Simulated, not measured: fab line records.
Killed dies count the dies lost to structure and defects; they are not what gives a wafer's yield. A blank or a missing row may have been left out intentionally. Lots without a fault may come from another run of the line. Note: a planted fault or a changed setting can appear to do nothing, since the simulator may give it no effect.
fab line records	flow ritCmos
record: lots: 6	wafers: 18	lastDay: 6
route steps=202 shown NLDD@110 PLDD@114 SPACER@125 NSD@131 PSD@142 M1@202
lots with no fault: from the same line, run without faults
startH: hours from the record's opening day to when the first of the lot's shown wafers began	waitH: hours since the lot's step before	" identical to the entry in the row above	L1.1+2: a row that stands for several wafers	- either no value or no given start	* or withheld: withheld	< > ~ a bound
route shown NAME@n: NAME is a module with steps in the file, n the number in the route of the first one	usual: mean/standard deviation of fault-free wafers	same: alike in all rows	chamber/n: place in a boat	sites: readings site by site	_std_site: standard deviation of those values	_edge_site: outer sites' mean less inner sites'	radiusMm: how far each site lies from the wafer's centre	mask NAME#n: copy n	behind: the most recent tool/chamber to have shaped the wafer	hold: why the lot went on hold/how many hours it stayed there/how the hold came to an end	device: names the non-switching transistor (n, p or np)	end of line: the route-end tests of the same wafers	a step without rows: its recipe alone	killed: dies lost to structure and defects at the first sort, not the wafer's yield	map: a wafer's dies, x killed, . not, _ none there
set.NAME: the setting that was run; set.NAME@STEP: the one run at that earlier step	model.NAME: the simulator's own value behind a step, which no gauge read
certain route steps with their lots: each step a table, each wafer a row
services: when a tool's chamber went out of use (startH, in hours from the record's first day, below 0 if earlier), for how many hours, and the reason
== steps ==
step: RIT_NLDD_HARDBAKE_07
recipe: resist: NOVOLAK	tempC: 140	timeS: 60
step: RIT_NLDD_IMPLANT_08
recipe: species: P	energyKev: 20	doseCm2: 5e+14	tiltDeg: 6.779
step: RIT_NLDD_STRIP_09
recipe: chemistry: O2	timeS: 180	resist: NOVOLAK	platenTempC: withheld	powerW: 500	pressureMtorr: 4000	o2FlowSccm: 4000
usual: drypumpMotorCurrentA: 5.6/0.57
lot.wafer	tool	chamber	startH	waitH	drypumpMotorCurrentA	rfHoursCounterH
L847.1	plasmaAsher-03	0	42.71	0.1	5.9	42
L847.5	"	1	"	"	6.1	-
L847.6	"	0	"	"	5.9	-
L854.3	plasmaAsher-03	0	77.41	0.1	5.9	-
L854.4	"	1	"	"	6.0	-
L854.6	"	1	"	"	6.1	-
L857.2	plasmaAsher-04	0	92.97	0.1	5.0	45
L857.4	"	0	"	"	5.0	-
L857.5	"	0	"	"	5.0	-
L860.1	plasmaAsher-04	0	108.79	0.1	5.0	47
L860.2	"	1	"	"	6.2	47
L860.3	"	1	"	"	6.3	-
L861.3	plasmaAsher-02	0	118.81	0.1	5.7	-
L861.5	"	0	"	"	5.7	-
L861.6	"	1	"	"	4.7	-
L866.1	plasmaAsher-03	1	138.32	0.1	6.0	51
L866.4	"	0	"	"	5.9	-
L866.5	"	1	"	"	6.0	-
step: RIT_NLDD_TW_MEAS_10
usual: NLDD_TW: 2516/23
lot.wafer	tool	chamber	startH	waitH	NLDD_TW
L847.1	filmMetro-04	-	42.88	0.1	2502
L847.5	"	-	"	"	2511
L847.6	"	-	"	"	2499
L854.3	filmMetro-04	-	77.55	0.1	2501
L854.4	"	-	"	"	2497
L854.6	"	-	"	"	2507
L857.2	filmMetro-04	-	93.16	0.1	2494
L857.4	"	-	"	"	2499
L857.5	"	-	"	"	2485
L860.1	filmMetro-03	-	108.97	0.1	2492
L860.2	"	-	"	"	2496
L860.3	"	-	"	"	2487
L861.3	filmMetro-04	-	118.95	0.1	2494
L861.5	"	-	"	"	2503
L861.6	"	-	"	"	2486
L866.1	filmMetro-02	-	138.49	0.1	2570
L866.4	"	-	"	"	2556
L866.5	"	-	"	"	2559
step: RIT_PLDD_HMDS_00
recipe: primeTimeS: 60	primeTempC: 140
step: RIT_PLDD_COAT_01
recipe: resist: NOVOLAK	spinRpm: 3250	resistThkNm: 982.6
step: RIT_PLDD_SOFTBAKE_02
recipe: resist: NOVOLAK	tempC: 90	timeS: 60
step: RIT_PLDD_EXPOSE_03
recipe: maskId: M8	na: 0.57	targetCdNm: 40900	doseMj: 250
step: RIT_PLDD_PEB_04
recipe: resist: NOVOLAK	tempC: withheld	timeS: withheld
step: RIT_PLDD_DEVELOP_05
recipe: resist: NOVOLAK	developTimeS: 50	devTempC: 23
step: RIT_PLDD_OVL_MEAS_06
usual: PLDD_OVL: 0.2/1.4
lot.wafer	tool	chamber	startH	waitH	PLDD_OVL[nm]
L847.1	overlay-02	-	43.92	-	3.3
L847.5	"	-	"	"	3.4
L847.6	"	-	"	"	3.5
L854.3	overlay-01	-	78.45	-	0.0
L854.4	"	-	"	"	0.3
L854.6	"	-	"	"	0.1
L857.2	overlay-01	-	94.25	-	-1.7
L857.4	"	-	"	"	-1.0
L857.5	"	-	"	"	-0.7
L860.1	overlay-02	-	109.88	-	-1.8
L860.2	"	-	"	"	-1.4
L860.3	"	-	"	"	-1.7
L861.3	overlay-02	-	119.85	-	-0.3
L861.5	"	-	"	"	0.9
L861.6	"	-	"	"	0.3
L866.1	overlay-02	-	139.53	-	0.3
L866.4	"	-	"	"	0.1
L866.5	"	-	"	"	0.3
step: RIT_PLDD_HARDBAKE_07
recipe: resist: NOVOLAK	tempC: 140	timeS: 60
step: RIT_PLDD_IMPLANT_08
recipe: species: BF2	energyKev: 20	doseCm2: 9e+14	tiltDeg: 7
lot.wafer	tool	chamber	startH	waitH
L847.1+5+6	implanter-02	0	44.10	0.1
L854.3+4+6	implanter-03	0	78.68	0.1
L857.2+4+5	implanter-03	0	94.45	0.1
L860.1+2+3	implanter-03	0	110.06	0.1
L861.3+5+6	implanter-03	0	120.08	0.1
L866.1+4+5	implanter-02	0	139.71	0.1
step: RIT_PLDD_STRIP_09
recipe: chemistry: O2	timeS: 180	resist: NOVOLAK	platenTempC: withheld	powerW: 500	pressureMtorr: 4000	o2FlowSccm: 4000
usual: drypumpMotorCurrentA: 5.6/0.59
lot.wafer	tool	chamber	startH	waitH	drypumpMotorCurrentA	rfHoursCounterH
L847.1	plasmaAsher-02	0	44.25	0.1	5.7	27
L847.5	"	0	"	"	5.8	-
L847.6	"	1	"	"	4.8	-
L854.3	plasmaAsher-01	1	78.84	0.1	6.0	-
L854.4	"	0	"	"	6.3	-
L854.6	"	0	"	"	6.3	-
L857.2	plasmaAsher-02	0	94.58	0.1	5.7	32
L857.4	"	1	"	"	4.7	-
L857.5	"	0	"	"	5.7	-
L860.1	plasmaAsher-02	1	110.21	0.1	4.7	33
L860.2	"	0	"	"	5.7	33
L860.3	"	1	"	"	4.7	-
L861.3	plasmaAsher-01	1	120.23	0.1	6.0	-
L861.5	"	0	"	"	6.4	-
L861.6	"	1	"	"	6.1	-
L866.1	plasmaAsher-02	0	139.86	0.1	5.7	37
L866.4	"	0	"	"	5.7	-
L866.5	"	1	"	"	4.7	-
step: RIT_PLDD_TW_MEAS_10
usual: PLDD_TW: 2371/24
lot.wafer	tool	chamber	startH	waitH	PLDD_TW
L847.1	filmMetro-04	-	44.43	0.1	2363
L847.5	"	-	"	"	2357
L847.6	"	-	"	"	2350
L854.3	filmMetro-03	-	78.97	0.1	2348
L854.4	"	-	"	"	2352
L854.6	"	-	"	"	2357
L857.2	filmMetro-02	-	94.76	0.1	2420
L857.4	"	-	"	"	2407
L857.5	"	-	"	"	2419
L860.1	filmMetro-04	-	110.39	0.1	2363
L860.2	"	-	"	"	2354
L860.3	"	-	"	"	2363
L861.3	filmMetro-03	-	120.37	0.1	2364
L861.5	"	-	"	"	2360
L861.6	"	-	"	"	2363
L866.1	filmMetro-04	-	140.04	0.1	2359
L866.4	"	-	"	"	2369
L866.5	"	-	"	"	2376
step: RIT_SPACER_CLEAN_00
recipe: chemistry: SC1	mix: 3:3:50	timeS: 600	tempC: 75
step: RIT_SPACER_CLEAN_01
recipe: chemistry: dHF	dilution: 50:1	timeS: 30
step: RIT_SPACER_CLEAN_02
recipe: chemistry: SC2	mix: 3:3:50	timeS: 600	tempC: 75	dry: n2Spin
step: RIT_SPACER_CVD_03
recipe: material: Si3N4	targetThkNm: 250	tempC: 810	precursor: SiH2Cl2/NH3	timeS: 3300	pressureMtorr: 300	sih2cl2FlowSccm: 60	nh3FlowSccm: 150
step: RIT_SPACER_THK_MEAS_04
recipe: reads: Si3N4_of_SPACER_CVD_03
usual: SPACER_NITRIDE_THK: 249.2/2.2
lot.wafer	tool	chamber	startH	waitH	SPACER_NITRIDE_THK[nm]
L847.1	filmMetro-01	-	46.77	0.0	249.5
L847.5	"	-	"	"	248.8
L847.6	"	-	"	"	248.3
L854.3	filmMetro-01	-	81.33	0.0	249.1
L854.4	"	-	"	"	247.8
L854.6	"	-	"	"	245.1
L857.2	filmMetro-02	-	98.55	0.0	250.0
L857.4	"	-	"	"	248.1
L857.5	"	-	"	"	250.5
L860.1	filmMetro-04	-	112.80	0.0	249.7
L860.2	"	-	"	"	247.7
L860.3	"	-	"	"	246.6
L861.3	filmMetro-01	-	122.73	0.0	253.0
L861.5	"	-	"	"	251.9
L861.6	"	-	"	"	254.6
L866.1	filmMetro-02	-	143.22	0.0	248.9
L866.4	"	-	"	"	251.1
L866.5	"	-	"	"	248.7
step: RIT_SPACER_ETCHBACK_05
recipe: targetDepthA: 2500	SF6_flow_sccm: 30	CHF3_flow_sccm: 30	target: Si3N4	chemistry: SF6/CHF3	pressureMtorr: 40	rfW: 258.9	timeS: 240	stopOn: SiO2
usual: drypumpMotorCurrentA: 6.1/0.54	oesProductAu: 0.845/0.011	throttleValvePct: 10.27/0.17
lot.wafer	tool	chamber	startH	waitH	drypumpMotorCurrentA	oesProductAu	rfHoursCounterH	throttleValvePct
L847.1	rieDiel-04	2	46.83	0.1	6.3	0.834	140	10.32
L847.5	"	0	"	"	5.3	0.842	-	10.20
L847.6	"	2	"	"	6.3	0.835	-	10.32
L854.3	rieDiel-03	2	81.37	0.0	6.6	0.828	116	10.53
L854.4	"	3	"	"	6.1	0.828	124	10.21
L854.6	"	3	"	"	6.1	0.828	-	10.19
L857.2	rieDiel-04	0	98.60	0.0	5.3	0.843	53	10.20
L857.4	"	2	"	"	6.3	0.824	141	10.32
L857.5	"	1	"	"	5.6	0.855	-	10.34
L860.1	rieDiel-02	1	112.86	0.1	6.7	0.852	7	10.02
L860.2	"	0	"	"	6.5	0.842	121	10.23
L860.3	"	2	"	"	6.5	0.838	119	10.02
L861.3	rieDiel-04	2	122.77	0.0	6.3	0.841	141	10.33
L861.5	"	2	"	"	6.3	0.845	-	10.32
L861.6	"	0	"	"	5.3	0.857	-	10.21
L866.1	rieDiel-03	2	143.28	0.1	6.6	0.834	117	10.53
L866.4	"	1	"	"	6.3	0.849	-	10.17
L866.5	"	0	"	"	5.5	0.858	-	10.46
step: RIT_NSD_HMDS_00
recipe: primeTimeS: 60	primeTempC: 140
step: RIT_NSD_COAT_01
recipe: resist: NOVOLAK	spinRpm: 3250	resistThkNm: 1000
step: RIT_NSD_SOFTBAKE_02
recipe: resist: NOVOLAK	tempC: 90	timeS: 60
step: RIT_NSD_EXPOSE_03
recipe: maskId: M9	na: 0.57	targetCdNm: 40700	doseMj: 250
step: RIT_NSD_PEB_04
recipe: resist: NOVOLAK	tempC: withheld	timeS: withheld
step: RIT_NSD_DEVELOP_05
recipe: resist: NOVOLAK	developTimeS: 50	devTempC: 23
step: RIT_NSD_OVL_MEAS_06
usual: NSD_OVL: 0.3/1.3
lot.wafer	tool	chamber	startH	waitH	NSD_OVL[nm]
L847.1	overlay-02	-	47.96	-	1.2
L847.5	"	-	"	"	0.1
L847.6	"	-	"	"	1.0
L854.3	overlay-01	-	82.38	-	-0.9
L854.4	"	-	"	"	-1.7
L854.6	"	-	"	"	-1.4
L857.2	overlay-01	-	99.73	-	0.3
L857.4	"	-	"	"	0.6
L857.5	"	-	"	"	0.3
L860.1	overlay-01	-	113.99	-	0.8
L860.2	"	-	"	"	1.1
L860.3	"	-	"	"	0.4
L861.3	overlay-02	-	123.91	-	-0.1
L861.5	"	-	"	"	1.0
L861.6	"	-	"	"	0.2
L866.1	overlay-02	-	144.73	-	-0.8
L866.4	"	-	"	"	-0.4
L866.5	"	-	"	"	1.6
step: RIT_NSD_HARDBAKE_07
recipe: resist: NOVOLAK	tempC: 140	timeS: 60
step: RIT_NSD_IMPLANT_08
recipe: species: P	energyKev: 25	doseCm2: 1e+15	tiltDeg: 7
step: RIT_NSD_STRIP_09
recipe: chemistry: O2	timeS: 180	resist: NOVOLAK	platenTempC: withheld	powerW: 500	pressureMtorr: 4000	o2FlowSccm: 4000
usual: drypumpMotorCurrentA: 5.8/0.57
lot.wafer	tool	chamber	startH	waitH	drypumpMotorCurrentA	rfHoursCounterH
L847.1	plasmaAsher-01	0	48.29	0.1	6.4	37
L847.5	"	1	"	"	6.0	-
L847.6	"	0	"	"	6.4	-
L854.3	plasmaAsher-01	0	82.78	0.1	6.3	-
L854.4	"	1	"	"	6.0	-
L854.6	"	0	"	"	6.3	-
L857.2	plasmaAsher-02	1	100.06	0.1	4.7	32
L857.4	"	1	"	"	4.7	-
L857.5	"	0	"	"	5.7	-
L860.1	plasmaAsher-02	0	114.32	0.1	5.7	34
L860.2	"	1	"	"	4.7	34
L860.3	"	1	"	"	4.7	-
L861.3	plasmaAsher-01	0	124.29	0.1	6.3	-
L861.5	"	0	"	"	6.4	-
L861.6	"	1	"	"	6.0	-
L866.1	plasmaAsher-01	1	145.07	0.1	6.0	3
L866.4	"	1	"	"	6.0	-
L866.5	"	1	"	"	6.0	-
step: RIT_NSD_TW_MEAS_10
usual: NSD_TW: 3148/32
lot.wafer	tool	chamber	startH	waitH	NSD_TW
L847.1	filmMetro-04	-	48.47	0.1	3146
L847.5	"	-	"	"	3136
L847.6	"	-	"	"	3126
L854.3	filmMetro-03	-	82.92	0.1	3119
L854.4	"	-	"	"	3133
L854.6	"	-	"	"	3122
L857.2	filmMetro-04	-	100.25	0.1	3113
L857.4	"	-	"	"	3129
L857.5	"	-	"	"	3126
L860.1	filmMetro-02	-	114.50	0.1	3178
L860.2	"	-	"	"	3167
L860.3	"	-	"	"	3178
L861.3	filmMetro-04	-	124.43	0.1	3117
L861.5	"	-	"	"	3152
L861.6	"	-	"	"	3145
L866.1	filmMetro-03	-	145.24	0.1	3150
L866.4	"	-	"	"	3134
L866.5	"	-	"	"	3150
step: RIT_PSD_HMDS_00
recipe: primeTimeS: 60	primeTempC: 140
step: RIT_PSD_COAT_01
recipe: resist: NOVOLAK	spinRpm: 3250	resistThkNm: 1000
step: RIT_PSD_SOFTBAKE_02
recipe: resist: NOVOLAK	tempC: 90	timeS: 60
step: RIT_PSD_EXPOSE_03
recipe: maskId: M10	na: 0.57	targetCdNm: 40900	doseMj: 250
step: RIT_PSD_PEB_04
recipe: resist: NOVOLAK	tempC: withheld	timeS: withheld
step: RIT_PSD_DEVELOP_05
recipe: resist: NOVOLAK	developTimeS: 50	devTempC: 23
step: RIT_PSD_OVL_MEAS_06
usual: PSD_OVL: -0.3/1.4
lot.wafer	tool	chamber	startH	waitH	PSD_OVL[nm]
L847.1	overlay-01	-	49.41	-	-3.6
L847.5	"	-	"	"	-2.6
L847.6	"	-	"	"	-3.1
L854.3	overlay-01	-	83.82	-	0.1
L854.4	"	-	"	"	-0.8
L854.6	"	-	"	"	-1.1
L857.2	overlay-01	-	101.16	-	-1.1
L857.4	"	-	"	"	0.2
L857.5	"	-	"	"	-0.9
L860.1	overlay-01	-	115.84	-	1.7
L860.2	"	-	"	"	1.3
L860.3	"	-	"	"	4.3
L861.3	overlay-01	-	125.33	-	0.7
L861.5	"	-	"	"	-1.8
L861.6	"	-	"	"	-1.4
L866.1	overlay-02	-	146.15	-	0.0
L866.4	"	-	"	"	0.2
L866.5	"	-	"	"	-0.3
step: RIT_PSD_HARDBAKE_07
recipe: resist: NOVOLAK	tempC: 140	timeS: 60
step: RIT_PSD_IMPLANT_08
recipe: species: BF2	energyKev: 27	doseCm2: 4.95e+15	tiltDeg: 7
step: RIT_PSD_STRIP_09
recipe: chemistry: O2	timeS: 180	resist: NOVOLAK	platenTempC: withheld	powerW: 500	pressureMtorr: 4000	o2FlowSccm: 4000
usual: drypumpMotorCurrentA: 5.9/0.45
lot.wafer	tool	chamber	startH	waitH	drypumpMotorCurrentA	rfHoursCounterH
L847.1	plasmaAsher-01	0	49.88	0.1	6.3	37
L847.5	"	0	"	"	6.4	-
L847.6	"	1	"	"	6.1	-
L854.3	plasmaAsher-01	0	84.20	0.1	6.3	-
L854.4	"	1	"	"	6.0	-
L854.6	"	1	"	"	6.0	-
L857.2	plasmaAsher-01	0	101.49	0.1	6.4	43
L857.4	"	1	"	"	6.0	-
L857.5	"	0	"	"	6.3	-
L860.1	plasmaAsher-03	1	116.18	0.1	6.0	49
L860.2	"	0	"	"	5.9	49
L860.3	"	0	"	"	5.9	-
L861.3	plasmaAsher-01	0	125.71	0.1	6.4	-
L861.5	"	1	"	"	6.0	-
L861.6	"	0	"	"	6.4	-
L866.1	plasmaAsher-03	0	146.49	0.1	5.9	52
L866.4	"	1	"	"	6.0	-
L866.5	"	1	"	"	6.1	-
step: RIT_M1_PROBE_99
usual: killedAtContacts: 0.1/0.24	killedAtFrontEnd: 7/3.1	killedDies: 7/3.1	killedOpen: 3.6/2.1	killedShort: 3.2/2
same: grossDies: 264	killed_at_M0_to_M3: 0	killed_at_M4_up: 0	killedAtBackSide: 0	killedAtOther: 0
lot.wafer	tool	chamber	startH	waitH	killedAtContacts	killedAtFrontEnd	killedDies	killedOpen	killedShort	model.etest.pldd.rsOhmSqRimLessCentre	model.etest.pldd.rsOhmSqRange	model.etest.pmos_0p15.driveUaUmRimLessCentre	model.etest.pmos_0p15.driveUaUmRange	model.etest.pmos_0p15.gateBvV	model.etest.pmos_0p15.bvV	model.etest.pmos_0p3.bvV	model.etest.antennaPoly.vtShiftV
L847.1	prober-02	-	57.93	0.1	0	4	4	2	2	1.665	7.465	-2.05	3.832	4.564	5.558	5.557	-0.0069
L847.5	prober-02	-	58.13	0.2	0	5	5	4	1	-2.781	8.784	-1.496	2.744	4.561	5.539	5.539	-0.008402
L847.6	prober-02	-	58.18	0.2	0	8	8	3	5	4.786	9.383	-0.4122	3.77	4.576	5.567	5.567	-0.003559
L854.3	prober-01	-	95.23	0.2	0	7	7	4	3	0.6295	9.95	0.6661	4.382	4.736	5.691	5.69	-0.009481
L854.4	prober-01	-	95.28	0.2	0	5	5	4	1	-2.795	8.484	2.201	5.673	4.715	5.671	5.669	-0.005085
L854.6	prober-01	-	95.38	0.2	0	6	6	3	3	1.395	8.127	2.123	5.201	4.757	5.72	5.718	-0.00409
L857.2	prober-02	-	110.17	0.1	1	5	6	2	4	7.641	10.21	-2.602	6.995	4.596	5.59	5.589	-0.01089
L857.4	prober-02	-	110.27	0.2	0	7	7	5	2	7.046	8.275	-4.112	4.649	4.643	5.635	5.634	-0.005823
L857.5	prober-02	-	110.32	0.2	0	8	8	5	3	4.157	11.85	-2.128	2.469	4.671	5.66	5.658	-0.00295
L860.1	prober-01	-	124.50	0.1	0	4	4	1	3	-29.54	36.25	6.759	8.321	4.597	5.588	5.587	-0.02157
L860.2	prober-01	-	124.55	0.1	0	8	8	4	4	-25.19	30.64	4.926	5.766	4.636	5.617	5.616	-0.02026
L860.3	prober-01	-	124.60	0.2	0	7	7	3	4	-26.46	28.08	4.446	7.613	4.554	5.567	5.566	-0.01842
L861.3	prober-02	-	133.97	0.2	0	16	16	6	10	-24.32	29.19	5.338	5.775	4.547	5.577	5.577	-0.02527
L861.5	prober-02	-	134.07	0.2	0	3	3	0	3	-30.33	32.97	2.166	3.324	4.52	5.552	5.552	-0.0232
L861.6	prober-02	-	134.12	0.2	0	7	7	4	3	-21.24	25.65	2.107	4.968	4.468	5.509	5.508	-0.02123
L866.1	prober-01	-	155.58	0.1	1	6	7	6	1	0.2243	7.246	4.916	6.578	4.769	5.699	5.698	-0.01351
L866.4	prober-01	-	155.73	0.2	0	6	6	3	3	-1.527	10.98	4.591	7.231	4.786	5.713	5.713	-0.006986
L866.5	prober-01	-	155.78	0.2	0	10	10	4	6	1.916	9.658	3.108	5.193	4.819	5.728	5.727	-0.008314
killed by level:class
L847.1 REOX:geometricParticle:short=1 SPACER:geometricParticle:open=1 SPACER:geometricParticle:short=1 SILICIDE:geometricParticle:open=1
L847.5 FOX1:geometricParticle:open=1 FOX2:geometricParticle:open=1 GATE:geometricParticle:short=1 GATE:geometricParticle:open=1 SILICIDE:geometricParticle:open=1
L847.6 FOX1:geometricParticle:short=2 GATE:geometricParticle:open=2 GATE:geometricParticle:short=1 REOX:geometricParticle:open=1 REOX:geometricParticle:short=1 SPACER:geometricParticle:short=1
L854.3 GATE:geometricParticle:short=3 FOX2:geometricParticle:open=2 SPACER:geometricParticle:open=1 SILICIDE:geometricParticle:open=1
L854.4 GATE:geometricParticle:open=2 FOX1:geometricParticle:short=1 REOX:geometricParticle:open=1 SPACER:geometricParticle:open=1
L854.6 GATE:geometricParticle:open=2 GATE:geometricParticle:short=2 REOX:geometricParticle:short=1 SPACER:geometricParticle:open=1
L857.2 GATE:geometricParticle:short=2 SPACER:geometricParticle:short=2 GATE:geometricParticle:open=1 CONTACT:geometricParticle:open=1
L857.4 GATE:geometricParticle:open=3 FOX2:geometricParticle:short=1 SPACER:geometricParticle:open=1 SPACER:geometricParticle:short=1 SILICIDE:geometricParticle:open=1
L857.5 GATE:geometricParticle:short=2 GATE:geometricParticle:open=2 SILICIDE:geometricParticle:open=2 FOX2:geometricParticle:open=1 SILICIDE:geometricParticle:short=1
L860.1 FOX1:geometricParticle:short=1 GATE:geometricParticle:short=1 GATE:geometricParticle:open=1 SILICIDE:geometricParticle:short=1
L860.2 GATE:geometricParticle:open=4 GATE:geometricParticle:short=4
L860.3 GATE:geometricParticle:short=2 SPACER:geometricParticle:short=2 FOX1:geometricParticle:open=1 GATE:geometricParticle:open=1 SILICIDE:geometricParticle:open=1
L861.3 SILICIDE:geometricParticle:short=4 GATE:geometricParticle:short=3 GATE:geometricParticle:open=2 REOX:geometricParticle:short=2 SPACER:geometricParticle:open=2 FOX2:geometricParticle:short=1 REOX:geometricParticle:open=1 SILICIDE:geometricParticle:open=1
L861.5 REOX:geometricParticle:short=2 SILICIDE:geometricParticle:short=1
L861.6 GATE:geometricParticle:open=3 FOX1:geometricParticle:short=1 FOX1:geometricParticle:open=1 REOX:geometricParticle:short=1 SPACER:geometricParticle:short=1
L866.1 GATE:geometricParticle:open=2 FOX1:geometricParticle:open=1 REOX:geometricParticle:open=1 SPACER:geometricParticle:short=1 SILICIDE:geometricParticle:open=1 CONTACT:geometricParticle:open=1
L866.4 FOX1:geometricParticle:open=1 FOX1:geometricParticle:short=1 FOX2:geometricParticle:open=1 GATE:geometricParticle:short=1 SPACER:geometricParticle:short=1 SPACER:geometricParticle:open=1
L866.5 GATE:geometricParticle:short=2 SILICIDE:geometricParticle:short=2 SILICIDE:geometricParticle:open=2 FOX1:geometricParticle:open=1 REOX:geometricParticle:short=1 SPACER:geometricParticle:open=1 SPACER:geometricParticle:short=1
== services ==
tool	chamber	startH	hours	kind
rieDiel-02	3	24.21	5.2	repair
rieDiel-04	1	28.25	9.1	repair
rieDiel-04	3	29.67	4.2	repair
rieDiel-04	1	37.36	-	clean
rieDiel-04	1	37.36	24.8	scheduledDown
rieDiel-04	1	37.36	24.8	ventCycle
plasmaAsher-03	-	45.88	4.0	pm
rieDiel-03	1	50.38	4.1	repair
implanter-02	-	80.39	3.7	pm
rieDiel-02	2	98.30	5.0	repair
plasmaAsher-03	-	108.71	1.9	repair
plasmaAsher-01	-	108.75	9.0	pm
plasmaAsher-01	0	108.75	9.0	ventCycle
plasmaAsher-01	1	108.75	9.0	ventCycle
rieDiel-03	3	113.34	2.7	repair
plasmaAsher-01	-	115.26	0.9	repair
plasmaAsher-01	0	117.75	-	clean
plasmaAsher-01	1	117.75	-	clean
rieDiel-04	3	121.15	6.7	repair
plasmaAsher-03	-	130.36	2.8	pm
implanter-03	-	130.60	10.6	repair
rieDiel-03	3	140.74	14.5	repair
implanter-03	-	141.21	2.9	pm
rieDiel-02	-	145.14	2.8	pm
== key ==
firstSign none at tools or gauges
modelEffect: step: RIT_M1_PROBE_99	value: etest.pldd.rsOhmSqRimLessCentre	without: 4.619	struck: -26.18
metAt RIT_PLDD_IMPLANT_08
struckWafers L860.1,L860.2,L860.3,L861.3,L861.5,L861.6
testerLeftOut L860,L861
onsetBetween 94.45 110.06
fault: kind: processParameterDrift	tool: implanter-03	chamber: -	onsetH: 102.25	steps: RIT_PLDD_IMPLANT_08	channel: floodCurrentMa	offset: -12	shape: step	endH: 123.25
testerLeftOut: of these lots the tester's yield and bins aren't shown, on N5 and GAA mostly nor the transistor test; their killed dies are dies lost to structure and defects alone, not to doping, threshold or leakage, so they don't give the yield
